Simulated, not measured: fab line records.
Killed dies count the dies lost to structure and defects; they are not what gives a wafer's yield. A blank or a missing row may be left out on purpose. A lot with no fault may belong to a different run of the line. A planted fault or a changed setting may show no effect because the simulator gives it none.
What tool caused it? -- flow berkeley cmos170 -- 15 lots, 45 wafers sampled, at 3 steps of a route of 331

== WHAT THE GAUGES READ, wafer by wafer ==
UCB170_FIELD_THK_MEAS_90.
lot,measured,on,FIELD_OXIDE_LEFT_1_THK (nm)
L644,day 5 00:19,film metro-04,430 443 445
L645,day 5 11:04,film metro-04,456 448 462
L646,day 5 11:05,film metro-03,456 456 456
L649,day 5 21:01,film metro-01,444 439 443
L652,day 6 10:09,film metro-04,453 466 460
L653,day 6 18:22,film metro-01,443 443 441
L655,day 7 07:40,film metro-03,445 438 448
L656,day 7 07:41,film metro-01,443 440 443
L657,day 7 11:31,film metro-01,436 437 442
L659,day 7 23:23,film metro-01,451 447 459
L662,day 8 14:07,film metro-01,425 430 430
L663,day 9 15:05,film metro-03,452 456 448
L665,day 9 15:05,film metro-04,422 421 424
L667,day 10 03:32,film metro-04,420 422 428
L666,day 10 03:37,film metro-04,431 438 445

== EACH LOT AND THE TOOL THAT RAN IT (in order: tool; ch and the chambers of the sampled wafers; start) ==
lot,UCB170_NWELL_SOFTBAKE_08,UCB170_NWELL_STRIP_15
L644,"litho track-03 ch 0, day 2 05:04","plasma asher-01 ch 0, day 2 06:00"
L645,"litho track-01 ch 0, day 2 14:26","plasma asher-01 ch 0,1, day 2 15:15"
L646,"litho track-04 ch 0, day 2 18:25","plasma asher-04 ch 0,1, day 2 19:21"
L649,"litho track-03 ch 0, day 3 14:03","plasma asher-04 ch 0, day 3 14:59"
L652,"litho track-04 ch 0, day 3 20:59","plasma asher-03 ch 0,1, day 3 21:51"
L653,"litho track-03 ch 0, day 4 04:01","plasma asher-01 ch 0,1, day 4 05:01"
L655,"litho track-03 ch 0, day 4 14:13","plasma asher-01 ch 0,1, day 4 15:16"
L656,"litho track-04 ch 0, day 4 14:17","plasma asher-03 ch 0,1, day 4 15:04"
L657,"litho track-04 ch 0, day 4 22:13","plasma asher-03 ch 0,1, day 4 23:10"
L659,"litho track-01 ch 0, day 5 04:17","plasma asher-01 ch 0,1, day 5 05:26"
L662,"litho track-01 ch 0, day 5 23:18","plasma asher-04 ch 0,1, day 6 00:31"
L663,"litho track-04 ch 0, day 6 10:01","plasma asher-04 ch 0,1, day 6 11:17"
L665,"litho track-04 ch 0, day 6 18:21","plasma asher-01 ch 0,1, day 6 19:09"
L667,"litho track-03 ch 0, day 7 02:55","plasma asher-04 ch 0,1, day 7 03:52"
L666,"litho track-04 ch 0, day 7 02:59","plasma asher-04 ch 0,1, day 7 04:28"
- UCB170_NWELL_SOFTBAKE_08: time 60 s.
- UCB170_NWELL_STRIP_15: strips in O2.

== WHAT THE TOOLS THEMSELVES READ (means of the sampled wafers that have a number; where no wafer has one, the mark that the record gives instead) ==
UCB170_NWELL_SOFTBAKE_08.
lot,tool,run length s (s)
L644,litho track-03,89.09
L645,litho track-01,89.13
L646,litho track-04,89.21
L649,litho track-03,106.97
L652,litho track-04,89.22
L653,litho track-03,106.98
L655,litho track-03,107.05
L656,litho track-04,89.11
L657,litho track-04,89.12
L659,litho track-01,89.22
L662,litho track-01,89.19
L663,litho track-04,89.30
L665,litho track-04,89.05
L667,litho track-03,89.09
L666,litho track-04,89.17

UCB170_NWELL_STRIP_15.
lot,tool,drypump motor current A (A),oes product au (a.u.),strip time to endpoint s (s)
L644,plasma asher-01,6.1,0.722,18.01
L645,plasma asher-01,6.1,0.724,18.14
L646,plasma asher-04,5.5,0.718,18.05
L649,plasma asher-04,5.6,0.719,17.99
L652,plasma asher-03,5.8,0.722,18.17
L653,plasma asher-01,6.1,0.720,17.95
L655,plasma asher-01,6.1,0.720,18.03
L656,plasma asher-03,5.4,0.720,18.13
L657,plasma asher-03,5.4,0.716,17.95
L659,plasma asher-01,6.1,0.719,18.06
L662,plasma asher-04,5.4,0.720,17.98
L663,plasma asher-04,5.4,0.725,18.09
L665,plasma asher-01,6.1,0.720,18.11
L667,plasma asher-04,5.4,0.722,18.05
L666,plasma asher-04,5.5,0.720,18.03

== THE ANSWER, worked out from the rows above alone ==
Rule: the lots themselves supply what counts as usual. The widest of any qualifying gaps counts: lots, ordered by their means at a reading, are off when they make up no more than a third of the lots, leave a main group of 4 or more, and stand apart from it by 3 or more times the standard deviation of that group's means. Not used: any main group whose means are identical at the precision the tables above print for the reading. Also off: a lot with no number at a reading for which 4 or more lots have one. Any other lot the step has rows for is counted as sound. First the gauges in route order, then the tools' own readings, where a lot's mean is used as printed above. At the first step where some lot is off, the reading lying furthest off is the one used; lots without a number count as furthest.
Off: L649, L653, L655 (UCB170_NWELL_SOFTBAKE_08, run length s). Mean 89.16 s and standard deviation 0.069 in the main group.
A tool fits if, at that step or a process step before it, it ran every lot that is off, and no sound lot after the first of them. None of those tried fits.

== WHAT THE SIMULATOR HAD INSERTED ==
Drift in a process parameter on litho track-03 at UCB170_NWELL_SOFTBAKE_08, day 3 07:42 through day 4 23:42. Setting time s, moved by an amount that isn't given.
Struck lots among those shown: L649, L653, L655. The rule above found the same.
